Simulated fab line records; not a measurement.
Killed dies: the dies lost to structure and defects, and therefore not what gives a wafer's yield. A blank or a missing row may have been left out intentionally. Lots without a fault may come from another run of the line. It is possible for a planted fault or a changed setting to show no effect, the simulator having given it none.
fab line records	flow rit_cmos	part 1 of 2: steps 1 to 29 of 44
[record] lots = 5	wafers = 15	last_day = 7
route steps=202 shown PWELL@44 WELLDRIVE@50 NWELL@51 NRETRO@53 PRETRO@64 GATE@75 FOX2@80
lots untouched by any fault: they come from a run of this same line in which no faults occurred
start_h: the number of hours between the record's first day and the start of the first shown wafer of the lot	wait_h: time in hours since the lot's previous step	" repeats the value in the row above	L1.1+2: a row that stands for several wafers	- no value, or no start was given	* or withheld: withheld	< > ~ a bound
route shown NAME@n: names a module that has steps shown in the file, with the first one's number in the route	usual: the fault-free wafers' mean and standard deviation	same: alike in all rows	chamber/n: place in a boat	sites: each site's reading	_std_site: standard deviation of those values	_edge_site: outer sites' mean less inner sites'	radius_mm: for every site, how far away it sits from the centre of the wafer	mask NAME#n: copy n	behind: the last tool/chamber to shape the wafer	hold: what put the lot on hold/how long, in hours/how the hold closed	device: which transistor (n, p or np) failed to switch	end of line: at the end of the route, the tests of the same wafers	a step without rows: its recipe alone	killed: dies that structure and defects cost at the first sort, which is not the same as the wafer's yield	map: a wafer's dies, x killed, . not, _ none there
set.NAME: the setting the step ran with; set.NAME@STEP: the setting that earlier step ran with	model.NAME: the simulator's own value behind a step, which no gauge read
lots at selected steps of the route; one table per step, one row per wafer
services: from which hour (start_h, from the record's first day; less than 0 if before it) a tool's chamber was out of use, for how many hours, and why
[[steps]]
[step RIT_PWELL_DEVELOP_05]
[recipe] resist = NOVOLAK	develop_time_s = 68	dev_temp_c = 23
[usual] exhaust_pa = 45.1/0.82
lot.wafer	tool	chamber	start_h	wait_h	exhaust_pa
L075.2	litho_track-04	0	-	-	45.0
L075.4	"	0	"	"	45.0
L075.5	"	0	"	"	44.0
L077.1	litho_track-02	0	-	-	44.0
L077.4	"	0	"	"	44.9
L077.6	"	0	"	"	44.7
L079.1	litho_track-01	0	-	-	44.7
L079.2	"	0	"	"	44.8
L079.6	"	0	"	"	43.3
L087.1	litho_track-04	0	-	-	44.0
L087.4	"	0	"	"	45.0
L087.6	"	0	"	"	45.2
L093.2	litho_track-04	0	-	-	45.1
L093.3	"	0	"	"	45.8
L093.5	"	0	"	"	45.9
[step RIT_PWELL_OVL_MEAS_06]
[usual] PWELL_OVL = -1.2/1.3
lot.wafer	tool	chamber	start_h	wait_h	PWELL_OVL[nm]
L075.2	overlay-02	-	27.12	-	-1.6
L075.4	"	-	"	"	-1.6
L075.5	"	-	"	"	0.0
L077.1	overlay-02	-	38.57	-	-1.3
L077.4	"	-	"	"	-1.7
L077.6	"	-	"	"	0.1
L079.1	overlay-01	-	46.90	-	-1.3
L079.2	"	-	"	"	-1.8
L079.6	"	-	"	"	-0.7
L087.1	overlay-02	-	87.71	-	-1.5
L087.4	"	-	"	"	-1.2
L087.6	"	-	"	"	-3.0
L093.2	overlay-02	-	118.23	-	-0.2
L093.3	"	-	"	"	0.1
L093.5	"	-	"	"	-1.8
[step RIT_PWELL_HARDBAKE_07]
[recipe] resist = NOVOLAK	temp_c = 140	time_s = 120
[usual] exhaust_pa = 45.0/0.8
lot.wafer	tool	chamber	start_h	wait_h	exhaust_pa
L075.2	litho_track-02	0	27.19	0.1	45.1
L075.4	"	0	"	"	44.4
L075.5	"	0	"	"	45.5
L077.1	litho_track-02	0	38.61	0.0	45.0
L077.4	"	0	"	"	43.9
L077.6	"	0	"	"	45.6
L079.1	litho_track-01	0	46.94	0.0	44.3
L079.2	"	0	"	"	44.2
L079.6	"	0	"	"	44.1
L087.1	litho_track-04	0	87.75	0.0	44.7
L087.4	"	0	"	"	43.9
L087.6	"	0	"	"	44.3
L093.2	litho_track-01	0	118.30	0.1	46.3
L093.3	"	0	"	"	45.7
L093.5	"	0	"	"	46.2
[step RIT_PWELL_IMPLANT_08]
[recipe] species = B	energy_kev = 167.6	dose_cm2 = 7e+13	tilt_deg = 7
lot.wafer	tool	chamber	start_h	wait_h
L075.2+4+5	implanter-04	0	27.43	0.2
L077.1+4+6	implanter-02	0	38.86	0.2
L079.1+2+6	implanter-03	0	47.19	0.2
L087.1+4+6	implanter-03	0	88.00	0.2
L093.2+3+5	implanter-02	0	118.53	0.2
[step RIT_PWELL_STRIP_09]
[recipe] chemistry = O2	time_s = 180	resist = NOVOLAK	platen_temp_c = withheld	power_w = 500	pressure_mtorr = 4000	o2_flow_sccm = 4000
[usual] drypump_motor_current_A = 5.8/0.51
lot.wafer	tool	chamber	start_h	wait_h	drypump_motor_current_A	rf_hours_counter_h
L075.2	plasma_asher-02	1	27.55	0.1	5.1	40
L075.4	"	0	"	"	5.2	-
L075.5	"	0	"	"	5.2	-
L077.1	plasma_asher-04	0	39.01	0.1	5.6	42
L077.4	"	1	"	"	6.3	-
L077.6	"	0	"	"	5.6	-
L079.1	plasma_asher-02	1	47.34	0.1	5.1	42
L079.2	"	0	"	"	5.2	42
L079.6	"	0	"	"	5.2	-
L087.1	plasma_asher-03	1	88.15	0.1	5.7	31
L087.4	"	0	"	"	6.5	-
L087.6	"	0	"	"	6.5	-
L093.2	plasma_asher-04	0	118.66	0.1	5.5	49
L093.3	"	1	"	"	6.3	-
L093.5	"	0	"	"	5.5	-
[step RIT_PWELL_TW_MEAS_10]
[usual] PWELL_TW = 947/5.2
lot.wafer	tool	chamber	start_h	wait_h	PWELL_TW
L075.2	film_metro-04	-	27.74	0.1	940
L075.4	"	-	"	"	937
L075.5	"	-	"	"	938
L077.1	film_metro-02	-	39.18	0.1	953
L077.4	"	-	"	"	957
L077.6	"	-	"	"	951
L079.1	film_metro-02	-	47.52	0.1	953
L079.2	"	-	"	"	958
L079.6	"	-	"	"	955
L087.1	film_metro-04	-	88.32	0.1	945
L087.4	"	-	"	"	945
L087.6	"	-	"	"	949
L093.2	film_metro-01	-	118.84	0.1	947
L093.3	"	-	"	"	949
L093.5	"	-	"	"	953
[step RIT_WELLDRIVE_ANNEAL_00]
[recipe] temp_c = 1100	time_s = 14700	ambient = N2
lot.wafer	tool	chamber	start_h	wait_h
L075.2+4+5	furnace-01	0	27.79	0.0
L077.1+4+6	furnace-02	0	39.24	0.1
L079.1+2+6	furnace-01	0	48.37	0.8
L087.1+4+6	furnace-01	0	88.47	0.1
L093.2+3+5	furnace-02	0	118.89	0.0
[step RIT_WELLDRIVE_RS_MEAS_01]
[recipe] thk_meas_gauge = four-point-probe
[usual] NWELL_RS = 275.2/0.7
lot.wafer	tool	chamber	start_h	wait_h	NWELL_RS[ohm/sq]
L075.2	film_metro-04	-	32.89	0.0	274.0
L075.4	"	-	"	"	274.3
L075.5	"	-	"	"	273.9
L077.1	film_metro-02	-	44.33	0.0	274.4
L077.4	"	-	"	"	275.0
L077.6	"	-	"	"	274.5
L079.1	film_metro-02	-	53.45	0.0	276.1
L079.2	"	-	"	"	276.0
L079.6	"	-	"	"	275.9
L087.1	film_metro-02	-	93.55	0.0	273.8
L087.4	"	-	"	"	274.5
L087.6	"	-	"	"	274.4
L093.2	film_metro-02	-	123.99	0.0	275.5
L093.3	"	-	"	"	275.1
L093.5	"	-	"	"	275.2
[step RIT_WELLDRIVE_RS_MEAS_02]
[recipe] thk_meas_gauge = four-point-probe
[usual] PWELL_RS = 429.5/1.3
lot.wafer	tool	chamber	start_h	wait_h	PWELL_RS[ohm/sq]
L075.2	film_metro-04	-	33.01	0.1	428.9
L075.4	"	-	"	"	430.1
L075.5	"	-	"	"	429.3
L077.1	film_metro-02	-	44.45	0.1	430.0
L077.4	"	-	"	"	429.3
L077.6	"	-	"	"	428.7
L079.1	film_metro-02	-	53.57	0.1	429.7
L079.2	"	-	"	"	430.3
L079.6	"	-	"	"	429.9
L087.1	film_metro-02	-	93.67	0.1	429.0
L087.4	"	-	"	"	429.5
L087.6	"	-	"	"	428.4
L093.2	film_metro-02	-	124.11	0.1	430.1
L093.3	"	-	"	"	428.7
L093.5	"	-	"	"	428.2
[step RIT_NRETRO_HMDS_00]
[recipe] prime_time_s = 60	prime_temp_c = 140
[usual] exhaust_pa = 45.1/0.94
lot.wafer	tool	chamber	start_h	wait_h	exhaust_pa
L075.2	litho_track-03	0	33.13	0.1	46.6
L075.4	"	0	"	"	45.6
L075.5	"	0	"	"	45.0
L077.1	litho_track-02	0	44.71	0.2	44.3
L077.4	"	0	"	"	45.5
L077.6	"	0	"	"	46.8
L079.1	litho_track-04	0	53.69	0.1	46.2
L079.2	"	0	"	"	46.2
L079.6	"	0	"	"	45.2
L087.1	litho_track-04	0	93.79	0.1	44.5
L087.4	"	0	"	"	43.9
L087.6	"	0	"	"	45.0
L093.2	litho_track-02	0	124.24	0.1	43.3
L093.3	"	0	"	"	43.7
L093.5	"	0	"	"	43.6
[step RIT_NRETRO_COAT_01]
[recipe] resist = NOVOLAK	spin_rpm = 2000	resist_thk_nm = 1300
[usual] exhaust_pa = 44.7/0.94
lot.wafer	tool	chamber	start_h	wait_h	exhaust_pa
L075.2	litho_track-03	0	33.28	0.1	44.8
L075.4	"	0	"	"	43.6
L075.5	"	0	"	"	44.6
L077.1	litho_track-02	0	44.86	0.1	44.8
L077.4	"	0	"	"	44.0
L077.6	"	0	"	"	43.9
L079.1	litho_track-04	0	53.84	0.1	44.8
L079.2	"	0	"	"	44.9
L079.6	"	0	"	"	45.5
L087.1	litho_track-04	0	93.94	0.1	42.8
L087.4	"	0	"	"	44.4
L087.6	"	0	"	"	44.7
L093.2	litho_track-02	0	124.39	0.1	45.5
L093.3	"	0	"	"	44.9
L093.5	"	0	"	"	45.3
[step RIT_NRETRO_SOFTBAKE_02]
[recipe] resist = NOVOLAK	temp_c = 90	time_s = 60
[usual] exhaust_pa = 45.0/0.92
lot.wafer	tool	chamber	start_h	wait_h	exhaust_pa
L075.2	litho_track-03	0	33.43	0.1	46.5
L075.4	"	0	"	"	44.9
L075.5	"	0	"	"	44.7
L077.1	litho_track-02	0	45.01	0.1	46.1
L077.4	"	0	"	"	47.5
L077.6	"	0	"	"	45.2
L079.1	litho_track-04	0	53.99	0.1	45.4
L079.2	"	0	"	"	45.2
L079.6	"	0	"	"	45.0
L087.1	litho_track-04	0	94.09	0.1	43.6
L087.4	"	0	"	"	45.5
L087.6	"	0	"	"	45.4
L093.2	litho_track-02	0	124.54	0.1	43.8
L093.3	"	0	"	"	43.6
L093.5	"	0	"	"	44.3
[step RIT_NRETRO_EXPOSE_03]
[recipe] mask_id = M4	na = 0.57	target_cd_nm = 43900	dose_mj = 250
lot.wafer	tool	chamber	start_h	wait_h	mask
L075.2+4+5	iline_stepper-02	0	33.70	0.2	M4#0
L077.1+4+6	iline_stepper-01	0	45.16	0.1	M4#0
L079.1+2+6	iline_stepper-02	0	54.14	0.1	M4#0
L087.1+4+6	iline_stepper-02	0	94.24	0.1	M4#0
L093.2+3+5	iline_stepper-02	0	124.68	0.1	M4#0
[step RIT_NRETRO_PEB_04]
[recipe] resist = NOVOLAK	temp_c = withheld	time_s = withheld
[usual] exhaust_pa = 45.0/0.83
lot.wafer	tool	chamber	start_h	wait_h	exhaust_pa
L075.2	litho_track-02	0	33.89	0.2	46.3
L075.4	"	0	"	"	44.8
L075.5	"	0	"	"	45.3
L077.1	litho_track-03	0	45.28	0.1	44.7
L077.4	"	0	"	"	45.4
L077.6	"	0	"	"	46.7
L079.1	litho_track-02	0	54.26	0.1	44.5
L079.2	"	0	"	"	44.3
L079.6	"	0	"	"	44.3
L087.1	litho_track-04	0	94.36	0.1	44.9
L087.4	"	0	"	"	45.6
L087.6	"	0	"	"	45.2
L093.2	litho_track-03	0	124.81	0.1	46.8
L093.3	"	0	"	"	45.4
L093.5	"	0	"	"	45.6
[step RIT_NRETRO_DEVELOP_05]
[recipe] resist = NOVOLAK	develop_time_s = 68	dev_temp_c = 23
[usual] exhaust_pa = 44.9/0.85
lot.wafer	tool	chamber	start_h	wait_h	exhaust_pa
L075.2	litho_track-02	0	-	-	45.5
L075.4	"	0	"	"	45.9
L075.5	"	0	"	"	44.8
L077.1	litho_track-03	0	-	-	44.9
L077.4	"	0	"	"	45.1
L077.6	"	0	"	"	47.3
L079.1	litho_track-02	0	-	-	45.4
L079.2	"	0	"	"	45.1
L079.6	"	0	"	"	45.1
L087.1	litho_track-04	0	-	-	45.8
L087.4	"	0	"	"	45.7
L087.6	"	0	"	"	46.0
L093.2	litho_track-03	0	-	-	44.0
L093.3	"	0	"	"	44.0
L093.5	"	0	"	"	44.8
[step RIT_NRETRO_OVL_MEAS_06]
[usual] NRETRO_OVL = 0.8/1.3
lot.wafer	tool	chamber	start_h	wait_h	NRETRO_OVL[nm]
L075.2	overlay-02	-	34.18	-	1.6
L075.4	"	-	"	"	0.9
L075.5	"	-	"	"	0.5
L077.1	overlay-02	-	45.59	-	1.6
L077.4	"	-	"	"	1.2
L077.6	"	-	"	"	1.6
L079.1	overlay-02	-	54.57	-	2.2
L079.2	"	-	"	"	0.6
L079.6	"	-	"	"	2.6
L087.1	overlay-02	-	94.67	-	-1.0
L087.4	"	-	"	"	-0.2
L087.6	"	-	"	"	0.4
L093.2	overlay-01	-	125.10	-	1.3
L093.3	"	-	"	"	0.3
L093.5	"	-	"	"	0.8
[step RIT_NRETRO_HARDBAKE_07]
[recipe] resist = NOVOLAK	temp_c = 140	time_s = 120
[usual] exhaust_pa = 44.9/0.82
lot.wafer	tool	chamber	start_h	wait_h	exhaust_pa
L075.2	litho_track-03	0	34.33	0.1	43.8
L075.4	"	0	"	"	43.5
L075.5	"	0	"	"	43.3
L077.1	litho_track-03	0	45.63	0.0	46.3
L077.4	"	0	"	"	45.6
L077.6	"	0	"	"	44.8
L079.1	litho_track-04	0	54.61	0.0	44.4
L079.2	"	0	"	"	45.5
L079.6	"	0	"	"	43.6
L087.1	litho_track-04	0	94.71	0.0	44.4
L087.4	"	0	"	"	45.2
L087.6	"	0	"	"	46.6
L093.2	litho_track-03	0	125.17	0.1	47.0
L093.3	"	0	"	"	45.5
L093.5	"	0	"	"	45.4
[step RIT_NRETRO_IMPLANT_08]
[recipe] species = P	energy_kev = 70	dose_cm2 = 1e+13	tilt_deg = 7
lot.wafer	tool	chamber	start_h	wait_h
L075.2+4+5	implanter-04	0	34.57	0.2
L077.1+4+6	implanter-04	0	45.88	0.2
L079.1+2+6	implanter-04	0	54.86	0.2
L087.1+4+6	implanter-01	0	94.96	0.2
L093.2+3+5	implanter-02	0	125.41	0.2
[step RIT_NRETRO_STRIP_09]
[recipe] chemistry = O2	time_s = 180	resist = NOVOLAK	platen_temp_c = withheld	power_w = 500	pressure_mtorr = 4000	o2_flow_sccm = 4000
[usual] drypump_motor_current_A = 5.6/0.53
lot.wafer	tool	chamber	start_h	wait_h	drypump_motor_current_A	rf_hours_counter_h
L075.2	plasma_asher-02	0	34.69	0.1	5.2	41
L075.4	"	1	"	"	5.2	-
L075.5	"	1	"	"	5.2	-
L077.1	plasma_asher-02	0	46.03	0.1	5.2	42
L077.4	"	0	"	"	5.2	-
L077.6	"	0	"	"	5.2	-
L079.1	plasma_asher-03	1	55.01	0.1	5.7	27
L079.2	"	0	"	"	6.5	27
L079.6	"	1	"	"	5.7	-
L087.1	plasma_asher-03	0	95.11	0.1	6.5	31
L087.4	"	0	"	"	6.5	-
L087.6	"	0	"	"	6.5	-
L093.2	plasma_asher-01	0	125.53	0.1	5.3	1
L093.3	"	1	"	"	5.2	-
L093.5	"	1	"	"	5.2	-
[step RIT_NRETRO_TW_MEAS_10]
[usual] NRETRO_TW = 1046/6.4
lot.wafer	tool	chamber	start_h	wait_h	NRETRO_TW
L075.2	film_metro-01	-	34.88	0.1	1037
L075.4	"	-	"	"	1040
L075.5	"	-	"	"	1039
L077.1	film_metro-02	-	46.20	0.1	1051
L077.4	"	-	"	"	1051
L077.6	"	-	"	"	1055
L079.1	film_metro-03	-	55.18	0.1	1041
L079.2	"	-	"	"	1054
L079.6	"	-	"	"	1043
L087.1	film_metro-01	-	95.28	0.1	1046
L087.4	"	-	"	"	1050
L087.6	"	-	"	"	1045
L093.2	film_metro-03	-	125.72	0.1	1037
L093.3	"	-	"	"	1044
L093.5	"	-	"	"	1033
[step RIT_PRETRO_HMDS_00]
[recipe] prime_time_s = 60	prime_temp_c = 140
[usual] exhaust_pa = 45.2/0.85
lot.wafer	tool	chamber	start_h	wait_h	exhaust_pa
L075.2	litho_track-01	0	34.95	0.1	45.4
L075.4	"	0	"	"	45.2
L075.5	"	0	"	"	44.8
L077.1	litho_track-02	0	46.26	0.1	45.3
L077.4	"	0	"	"	46.6
L077.6	"	0	"	"	47.6
L079.1	litho_track-03	0	55.24	0.1	44.4
L079.2	"	0	"	"	45.8
L079.6	"	0	"	"	45.4
L087.1	litho_track-02	0	95.34	0.1	45.2
L087.4	"	0	"	"	45.3
L087.6	"	0	"	"	46.6
L093.2	litho_track-01	0	125.79	0.1	46.0
L093.3	"	0	"	"	45.8
L093.5	"	0	"	"	45.7
[step RIT_PRETRO_COAT_01]
[recipe] resist = NOVOLAK	spin_rpm = 2000	resist_thk_nm = 1300
[usual] exhaust_pa = 45.0/0.8
lot.wafer	tool	chamber	start_h	wait_h	exhaust_pa
L075.2	litho_track-01	0	35.10	0.1	45.2
L075.4	"	0	"	"	45.9
L075.5	"	0	"	"	45.0
L077.1	litho_track-02	0	46.41	0.1	45.6
L077.4	"	0	"	"	44.4
L077.6	"	0	"	"	45.4
L079.1	litho_track-03	0	55.39	0.1	45.1
L079.2	"	0	"	"	45.7
L079.6	"	0	"	"	45.5
L087.1	litho_track-02	0	95.49	0.1	45.5
L087.4	"	0	"	"	46.0
L087.6	"	0	"	"	45.5
L093.2	litho_track-01	0	125.94	0.1	43.8
L093.3	"	0	"	"	43.7
L093.5	"	0	"	"	44.0
[step RIT_PRETRO_SOFTBAKE_02]
[recipe] resist = NOVOLAK	temp_c = 90	time_s = 60
[usual] exhaust_pa = 44.9/0.87
lot.wafer	tool	chamber	start_h	wait_h	exhaust_pa
L075.2	litho_track-01	0	35.25	0.1	43.8
L075.4	"	0	"	"	44.7
L075.5	"	0	"	"	43.1
L077.1	litho_track-02	0	46.56	0.1	43.8
L077.4	"	0	"	"	43.9
L077.6	"	0	"	"	44.7
L079.1	litho_track-03	0	55.54	0.1	45.1
L079.2	"	0	"	"	43.9
L079.6	"	0	"	"	44.3
L087.1	litho_track-02	0	95.64	0.1	45.4
L087.4	"	0	"	"	45.4
L087.6	"	0	"	"	45.0
L093.2	litho_track-01	0	126.09	0.1	45.3
L093.3	"	0	"	"	45.3
L093.5	"	0	"	"	45.2
[step RIT_PRETRO_EXPOSE_03]
[recipe] mask_id = M5	na = 0.57	target_cd_nm = 43700	dose_mj = 250
lot.wafer	tool	chamber	start_h	wait_h	mask
L075.2+4+5	iline_stepper-01	0	35.52	0.2	M5#0
L077.1+4+6	iline_stepper-01	0	46.71	0.1	M5#0
L079.1+2+6	iline_stepper-02	0	55.69	0.1	M5#0
L087.1+4+6	iline_stepper-01	0	95.92	0.2	M5#0
L093.2+3+5	iline_stepper-02	0	126.23	0.1	M5#0
[step RIT_PRETRO_PEB_04]
[recipe] resist = NOVOLAK	temp_c = withheld	time_s = withheld
[usual] exhaust_pa = 45.2/0.8
lot.wafer	tool	chamber	start_h	wait_h	exhaust_pa
L075.2	litho_track-02	0	35.64	0.1	44.7
L075.4	"	0	"	"	43.4
L075.5	"	0	"	"	43.9
L077.1	litho_track-02	0	46.83	0.1	45.6
L077.4	"	0	"	"	46.7
L077.6	"	0	"	"	46.5
L079.1	litho_track-03	0	55.81	0.1	45.0
L079.2	"	0	"	"	44.0
L079.6	"	0	"	"	45.2
L087.1	litho_track-03	0	96.03	0.1	45.0
L087.4	"	0	"	"	45.4
L087.6	"	0	"	"	46.4
L093.2	litho_track-02	0	126.36	0.1	46.2
L093.3	"	0	"	"	47.1
L093.5	"	0	"	"	45.5
[step RIT_PRETRO_DEVELOP_05]
[recipe] resist = NOVOLAK	develop_time_s = 68	dev_temp_c = 23
[usual] exhaust_pa = 45.1/0.9
lot.wafer	tool	chamber	start_h	wait_h	exhaust_pa
L075.2	litho_track-02	0	-	-	44.6
L075.4	"	0	"	"	45.2
L075.5	"	0	"	"	44.0
L077.1	litho_track-02	0	-	-	45.6
L077.4	"	0	"	"	46.0
L077.6	"	0	"	"	45.5
L079.1	litho_track-03	0	-	-	45.8
L079.2	"	0	"	"	45.6
L079.6	"	0	"	"	45.2
L087.1	litho_track-03	0	-	-	43.6
L087.4	"	0	"	"	44.8
L087.6	"	0	"	"	45.7
L093.2	litho_track-02	0	-	-	45.5
L093.3	"	0	"	"	44.6
L093.5	"	0	"	"	45.0
[step RIT_PRETRO_OVL_MEAS_06]
[usual] PRETRO_OVL = 0.3/1.5
lot.wafer	tool	chamber	start_h	wait_h	PRETRO_OVL[nm]
L075.2	overlay-01	-	35.94	-	0.8
L075.4	"	-	"	"	-0.1
L075.5	"	-	"	"	0.1
L077.1	overlay-02	-	47.14	-	0.7
L077.4	"	-	"	"	-1.0
L077.6	"	-	"	"	-0.1
L079.1	overlay-02	-	56.12	-	-0.5
L079.2	"	-	"	"	-0.1
L079.6	"	-	"	"	0.0
L087.1	overlay-01	-	96.35	-	0.8
L087.4	"	-	"	"	-1.4
L087.6	"	-	"	"	-1.2
L093.2	overlay-01	-	126.65	-	1.9
L093.3	"	-	"	"	1.2
L093.5	"	-	"	"	1.3
[step RIT_PRETRO_HARDBAKE_07]
[recipe] resist = NOVOLAK	temp_c = 140	time_s = 120
[usual] exhaust_pa = 45.0/0.87
lot.wafer	tool	chamber	start_h	wait_h	exhaust_pa
L075.2	litho_track-01	0	36.01	0.1	45.4
L075.4	"	0	"	"	45.0
L075.5	"	0	"	"	45.9
L077.1	litho_track-01	0	47.19	0.0	44.4
L077.4	"	0	"	"	45.9
L077.6	"	0	"	"	45.6
L079.1	litho_track-01	0	56.16	0.0	45.2
L079.2	"	0	"	"	44.6
L079.6	"	0	"	"	43.9
L087.1	litho_track-03	0	96.38	0.0	45.8
L087.4	"	0	"	"	44.0
L087.6	"	0	"	"	44.3
L093.2	litho_track-02	0	126.72	0.1	44.4
L093.3	"	0	"	"	45.7
L093.5	"	0	"	"	46.6
[step RIT_PRETRO_IMPLANT_08]
[recipe] species = B	energy_kev = 45.61	dose_cm2 = 1.2e+13	tilt_deg = 7
lot.wafer	tool	chamber	start_h	wait_h
L075.2+4+5	implanter-03	0	36.24	0.2
L077.1+4+6	implanter-04	0	47.44	0.2
L079.1+2+6	implanter-03	0	56.41	0.2
L087.1+4+6	implanter-01	0	96.63	0.2
L093.2+3+5	implanter-01	0	126.96	0.2
